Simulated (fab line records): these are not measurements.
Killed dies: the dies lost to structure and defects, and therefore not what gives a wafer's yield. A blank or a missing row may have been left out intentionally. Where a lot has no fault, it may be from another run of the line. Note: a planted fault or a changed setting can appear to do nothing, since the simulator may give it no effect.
fab line records + flow berkeley-cmos170
[record]
- lots = 6
- wafers = 18
- last-day = 11
route steps=331 shown NVT@113 PVT@115 GATE@125 FIELD@126
lots untouched by any fault: they come from a run of this same line in which no faults occurred
start-h: start of the lot's first displayed wafer, in hours after the record's first day + wait-h: how many hours have passed since the lot's step before this one + " the same as in the row above + L1.1+2: a row that stands for several wafers + - no value present, or no start provided + * or withheld: withheld + < > ~ a bound
route shown NAME@n: a module of which the file shows steps, and the number in the route of the first + usual: mean/standard deviation of fault-free wafers + same: alike in all rows + chamber/n: place in a boat + sites: per-site readings + _std_site: standard deviation of those values + _edge_site: inner sites' mean taken away from outer sites' mean + radius-mm: for every site, how far away it sits from the centre of the wafer + mask NAME#n: copy n + behind: the tool/chamber that last shaped the wafer + hold: the reason the lot was held/the length of the hold in hours/how it ended + device: which transistor (n, p or np) failed to switch + end of line: the route-end tests of the same wafers + where a step has no rows: the recipe by itself + killed: dies that structure and defects cost at the first sort, which is not the same as the wafer's yield + map: a wafer's dies, marking killed ones x, the rest . and places with no die _
set.NAME: the run value of the setting; set.NAME@STEP: its run value at that earlier step + model.NAME: the simulator's own value behind a step, which no gauge read
lots at selected steps of the route; one table per step, one row per wafer
services: the hour from which a tool's chamber was out of use, counted from the record's first day as start-h (under 0 if before that day), plus the number of hours and why
[[steps]]
[step UCB170_NVT_TW_MEAS_09]
[usual]
- NVT_TW = 526/6.6
| lot.wafer | tool          | chamber | start-h | wait-h | NVT_TW |
|-----------|---------------|---------|---------|--------|--------|
| L953.1    | film-metro-02 | -       | 107.47  | 0.1    | 525    |
| L953.4    | "             | -       | "       | "      | 520    |
| L953.5    | "             | -       | "       | "      | 521    |
| L957.2    | film-metro-04 | -       | 124.42  | 0.1    | 537    |
| L957.4    | "             | -       | "       | "      | 537    |
| L957.5    | "             | -       | "       | "      | 538    |
| L960.1    | film-metro-04 | -       | 147.09  | 0.1    | 535    |
| L960.2    | "             | -       | "       | "      | 535    |
| L960.5    | "             | -       | "       | "      | 532    |
| L964.1    | film-metro-01 | -       | 153.20  | 0.1    | 525    |
| L964.4    | "             | -       | "       | "      | 530    |
| L964.6    | "             | -       | "       | "      | 526    |
| L962.2    | film-metro-02 | -       | 153.95  | 0.1    | 520    |
| L962.3    | "             | -       | "       | "      | 517    |
| L962.6    | "             | -       | "       | "      | 520    |
| L970.4    | film-metro-02 | -       | 204.94  | 0.1    | 515    |
| L970.5    | "             | -       | "       | "      | 519    |
| L970.6    | "             | -       | "       | "      | 520    |
[step UCB170_NVT_CLEAN_10]
[recipe]
- chemistry = SPM
- temp-c = 120
- time-s = 600
[step UCB170_PVT_HMDS_00]
[recipe]
- prime-time-s = 60
- prime-temp-c = 100
[step UCB170_PVT_COAT_01]
[recipe]
- resist = KrF
- spin-rpm = 1500
- resist-thk-nm = 900
[step UCB170_PVT_SOFTBAKE_02]
[recipe]
- resist = KrF
- temp-c = 130
- time-s = 60
[step UCB170_PVT_EXPOSE_03]
[recipe]
- mask-id = NWELL
- target-cd-nm = 3000
- na = 0.5
- sigma-outer = 0.6
- source-shape = conventional
- dose-mj = 30
[step UCB170_PVT_PEB_04]
[recipe]
- peb-temp-c = 130
- peb-time-s = withheld
- resist = KrF
[step UCB170_PVT_DEVELOP_05]
[recipe]
- developer = TMAH
- develop-time-s = 45
- resist = KrF
- dev-temp-c = 21
[step UCB170_PVT_OVL_MEAS_06]
[usual]
- PVT_OVL = -1/5.4
| lot.wafer | tool       | chamber | start-h | wait-h | PVT_OVL[nm] |
|-----------|------------|---------|---------|--------|-------------|
| L953.1    | overlay-02 | -       | 109.64  | -      | -1          |
| L953.4    | "          | -       | "       | "      | 2           |
| L953.5    | "          | -       | "       | "      | -4          |
| L957.2    | overlay-01 | -       | 125.79  | -      | 1           |
| L957.4    | "          | -       | "       | "      | -3          |
| L957.5    | "          | -       | "       | "      | -8          |
| L960.1    | overlay-01 | -       | 148.67  | -      | -4          |
| L960.2    | "          | -       | "       | "      | -3          |
| L960.5    | "          | -       | "       | "      | -1          |
| L964.1    | overlay-02 | -       | 155.53  | -      | -7          |
| L964.4    | "          | -       | "       | "      | -5          |
| L964.6    | "          | -       | "       | "      | 1           |
| L962.2    | overlay-01 | -       | 155.81  | -      | 1           |
| L962.3    | "          | -       | "       | "      | -11         |
| L962.6    | "          | -       | "       | "      | -10         |
| L970.4    | overlay-02 | -       | 206.30  | -      | -1          |
| L970.5    | "          | -       | "       | "      | 4           |
| L970.6    | "          | -       | "       | "      | 1           |
[step UCB170_PVT_IMPLANT_07]
[recipe]
- species = P
- dose-cm2 = 2e+12
- energy-kev = 30
- tilt-deg = 7
[step UCB170_PVT_STRIP_08]
[recipe]
- chemistry = O2
- power-w = 400
- pressure-mtorr = 3500
- platen-temp-c = withheld
- o2-flow-sccm = 400
- overash-fraction = 0.5
[usual]
- chamber-pressure-mTorr = 3501/3.2
- drypump-motor-current-A = 5.8/0.42
- oes-product-au = 0.735/0.0042
- strip-time-to-endpoint-s = 21.64/0.062
| lot.wafer | tool            | chamber | start-h | wait-h | chamber-pressure-mTorr | drypump-motor-current-A | oes-product-au | rf-hours-counter-h | strip-time-to-endpoint-s |
|-----------|-----------------|---------|---------|--------|------------------------|-------------------------|----------------|--------------------|--------------------------|
| L953.1    | plasma-asher-01 | 0       | 109.82  | 0.1    | 3498                   | 6.1                     | 0.728          | 33                 | 21.63                    |
| L953.4    | "               | 0       | "       | "      | 3500                   | 6.1                     | 0.733          | -                  | 21.71                    |
| L953.5    | "               | 1       | "       | "      | 3501                   | 5.8                     | 0.729          | -                  | 21.68                    |
| L957.2    | plasma-asher-04 | 1       | 125.97  | 0.1    | 3499                   | 5.4                     | 0.734          | 42                 | 21.64                    |
| L957.4    | "               | 0       | "       | "      | 3497                   | 5.0                     | 0.733          | -                  | 21.60                    |
| L957.5    | "               | 0       | "       | "      | 3500                   | 5.0                     | 0.744          | -                  | 21.55                    |
| L960.1    | plasma-asher-03 | 1       | 148.86  | 0.1    | 3502                   | 6.2                     | 0.735          | 4                  | 21.67                    |
| L960.2    | "               | 0       | "       | "      | 3497                   | 6.2                     | 0.738          | 4                  | 21.68                    |
| L960.5    | "               | 1       | "       | "      | 3504                   | 6.1                     | 0.738          | -                  | 21.65                    |
| L964.1    | plasma-asher-03 | 0       | 155.71  | 0.1    | 3498                   | 6.2                     | 0.732          | 5                  | 21.60                    |
| L964.4    | "               | 0       | "       | "      | 3499                   | 6.2                     | 0.733          | -                  | 21.59                    |
| L964.6    | "               | 0       | "       | "      | 3502                   | 6.2                     | 0.733          | -                  | 21.65                    |
| L962.2    | plasma-asher-04 | 0       | 155.99  | 0.1    | 3502                   | 5.0                     | 0.734          | 44                 | 21.57                    |
| L962.3    | "               | 0       | "       | "      | 3496                   | 5.0                     | 0.733          | -                  | 21.58                    |
| L962.6    | "               | 0       | "       | "      | 3502                   | 5.1                     | 0.736          | -                  | 21.54                    |
| L970.4    | plasma-asher-01 | 1       | 206.50  | 0.1    | 3502                   | 5.8                     | 0.735          | -                  | 21.64                    |
| L970.5    | "               | 0       | "       | "      | 3499                   | 6.1                     | 0.734          | -                  | 21.64                    |
| L970.6    | "               | 1       | "       | "      | 3501                   | 5.8                     | 0.727          | -                  | 21.68                    |
[step UCB170_PVT_TW_MEAS_09]
[usual]
- PVT_TW = 510/5.6
| lot.wafer | tool          | chamber | start-h | wait-h | PVT_TW |
|-----------|---------------|---------|---------|--------|--------|
| L953.1    | film-metro-03 | -       | 109.92  | 0.1    | 512    |
| L953.4    | "             | -       | "       | "      | 508    |
| L953.5    | "             | -       | "       | "      | 509    |
| L957.2    | film-metro-02 | -       | 126.08  | 0.1    | 504    |
| L957.4    | "             | -       | "       | "      | 498    |
| L957.5    | "             | -       | "       | "      | 503    |
| L960.1    | film-metro-03 | -       | 148.96  | 0.1    | 510    |
| L960.2    | "             | -       | "       | "      | 509    |
| L960.5    | "             | -       | "       | "      | 509    |
| L964.1    | film-metro-04 | -       | 155.81  | 0.1    | 517    |
| L964.4    | "             | -       | "       | "      | 518    |
| L964.6    | "             | -       | "       | "      | 518    |
| L962.2    | film-metro-03 | -       | 156.10  | 0.1    | 510    |
| L962.3    | "             | -       | "       | "      | 510    |
| L962.6    | "             | -       | "       | "      | 510    |
| L970.4    | film-metro-04 | -       | 206.59  | 0.1    | 516    |
| L970.5    | "             | -       | "       | "      | 518    |
| L970.6    | "             | -       | "       | "      | 513    |
[step UCB170_GATE_WET_ETCH_00]
[recipe]
- chemistry = dHF
- dilution = 25:1
- target = SiO2
- temp-c = 25
- time-s = 200
[usual]
- bath-heat-duty-pct = 6.2/0.68
- run-length-s = 229/3.4
| lot.wafer | tool         | chamber | start-h | wait-h | bath-heat-duty-pct | run-length-s | model.SiO2_of_SCREENOX_OXIDATION_01.thk-nm |
|-----------|--------------|---------|---------|--------|--------------------|--------------|--------------------------------------------|
| L953.1    | wet-bench-04 | 2       | 110.23  | 0.3    | 5.2                | 231          | 0                                          |
| L953.4    | "            | 2       | "       | "      | 6.0                | 231          | 0                                          |
| L953.5    | "            | 2       | "       | "      | 5.3                | 231          | 0                                          |
| L957.2    | wet-bench-01 | 1       | 127.16  | 1.1    | 6.6                | 228          | 0                                          |
| L957.4    | "            | 1       | "       | "      | 7.0                | 228          | 0                                          |
| L957.5    | "            | 1       | "       | "      | 6.2                | 228          | 0                                          |
| L960.1    | wet-bench-04 | 3       | 149.02  | 0.1    | -                  | -            | 14.58                                      |
| L960.2    | "            | 3       | "       | "      | -                  | -            | 14.46                                      |
| L960.5    | "            | 3       | "       | "      | -                  | -            | 14.19                                      |
| L964.1    | wet-bench-04 | 1       | 155.87  | 0.1    | -                  | -            | 14.37                                      |
| L964.4    | "            | 1       | "       | "      | -                  | -            | 14.45                                      |
| L964.6    | "            | 1       | "       | "      | -                  | -            | 14.75                                      |
| L962.2    | wet-bench-04 | 0       | 156.15  | 0.0    | 6.9                | 227          | 0                                          |
| L962.3    | "            | 0       | "       | "      | 7.0                | 227          | 0                                          |
| L962.6    | "            | 0       | "       | "      | 6.1                | 227          | 0                                          |
| L970.4    | wet-bench-01 | 2       | 206.62  | 0.0    | 6.1                | 225          | 0                                          |
| L970.5    | "            | 2       | "       | "      | 6.6                | 225          | 0                                          |
| L970.6    | "            | 2       | "       | "      | 6.0                | 225          | 0                                          |
[step UCB170_FIELD_THK_MEAS_91]
[recipe]
- reads = SiO2_of_FIELD_OXIDATION_01
[usual]
- FIELD_OXIDE_LEFT_2_THK = 353/11
| lot.wafer | tool          | chamber | start-h | wait-h | FIELD_OXIDE_LEFT_2_THK[nm] |
|-----------|---------------|---------|---------|--------|----------------------------|
| L953.1    | film-metro-02 | -       | 110.36  | 0.0    | 352                        |
| L953.4    | "             | -       | "       | "      | 354                        |
| L953.5    | "             | -       | "       | "      | 345                        |
| L957.2    | film-metro-04 | -       | 127.23  | 0.0    | 345                        |
| L957.4    | "             | -       | "       | "      | 345                        |
| L957.5    | "             | -       | "       | "      | 339                        |
| L960.1    | film-metro-04 | -       | 149.08  | 0.0    | 389                        |
| L960.2    | "             | -       | "       | "      | 400                        |
| L960.5    | "             | -       | "       | "      | 391                        |
| L964.1    | film-metro-02 | -       | 155.94  | 0.0    | 393                        |
| L964.4    | "             | -       | "       | "      | 389                        |
| L964.6    | "             | -       | "       | "      | 391                        |
| L962.2    | film-metro-02 | -       | 156.22  | 0.0    | 352                        |
| L962.3    | "             | -       | "       | "      | 352                        |
| L962.6    | "             | -       | "       | "      | 369                        |
| L970.4    | film-metro-03 | -       | 206.72  | 0.0    | 358                        |
| L970.5    | "             | -       | "       | "      | 356                        |
| L970.6    | "             | -       | "       | "      | 347                        |
[step UCB170_GATE_OXIDATION_01]
[recipe]
- temp-c = 850
- ambient = O2
- target-thk-a = 66
- ox-time-s = 1800
[[services]]
| tool            | chamber | start-h | hours | kind       |
|-----------------|---------|---------|-------|------------|
| plasma-asher-04 | -       | 94.13   | 15.8  | repair     |
| plasma-asher-03 | -       | 108.75  | 9.0   | pm         |
| plasma-asher-03 | 0       | 108.75  | 9.0   | vent-cycle |
| plasma-asher-03 | 1       | 108.75  | 9.0   | vent-cycle |
| plasma-asher-03 | 0       | 117.75  | -     | clean      |
| plasma-asher-03 | 1       | 117.75  | -     | clean      |
| plasma-asher-04 | -       | 136.16  | 13.9  | pm         |
| plasma-asher-03 | -       | 195.47  | 2.8   | pm         |
| wet-bench-04    | -       | 202.64  | 1.9   | pm         |
[[key]]
[first-sign]
- step = UCB170_GATE_WET_ETCH_00
- reading = tool-record
- direction = missing
[effect]
- step = UCB170_FIELD_THK_MEAS_91
- reading = FIELD_OXIDE_LEFT_2_THK
- direction = up
- sigmas = 3.6
- usual = 353
- struck = 392
[model-effect]
- step = UCB170_GATE_WET_ETCH_00
- value = SiO2_of_SCREENOX_OXIDATION_01.thk-nm
- without = 0
- struck = 14.47
met-at UCB170_GATE_WET_ETCH_00
struck-wafers L960.1,L960.2,L960.5,L964.1,L964.4,L964.6
later-rows-left-out L960.1,L960.2,L960.5,L964.1,L964.4,L964.6
sort-left-out L960.1,L960.2,L960.5,L964.1,L964.4,L964.6
tester-left-out L960,L964
onset-between 110.23 149.02
[fault]
- kind = skipped-step-whole
- tool = wet-bench-04
- chamber = -
- onset-h = 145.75
- steps = UCB170_GATE_WET_ETCH_00
- scope = struck-lots-only
// tester-left-out: of these lots the tester's yield and bins aren't shown, on N5 and GAA mostly nor the transistor test; their killed dies are dies lost to structure and defects alone, not to doping, threshold or leakage, so they don't give the yield
// sort-left-out: the simulated sort isn't trusted on such a fault, so these wafers' sort isn't shown, and their yield isn't known
// later-rows-left-out: the simulator's readings of these wafers behind a module that went badly wrong aren't trusted and aren't shown, but for the sort
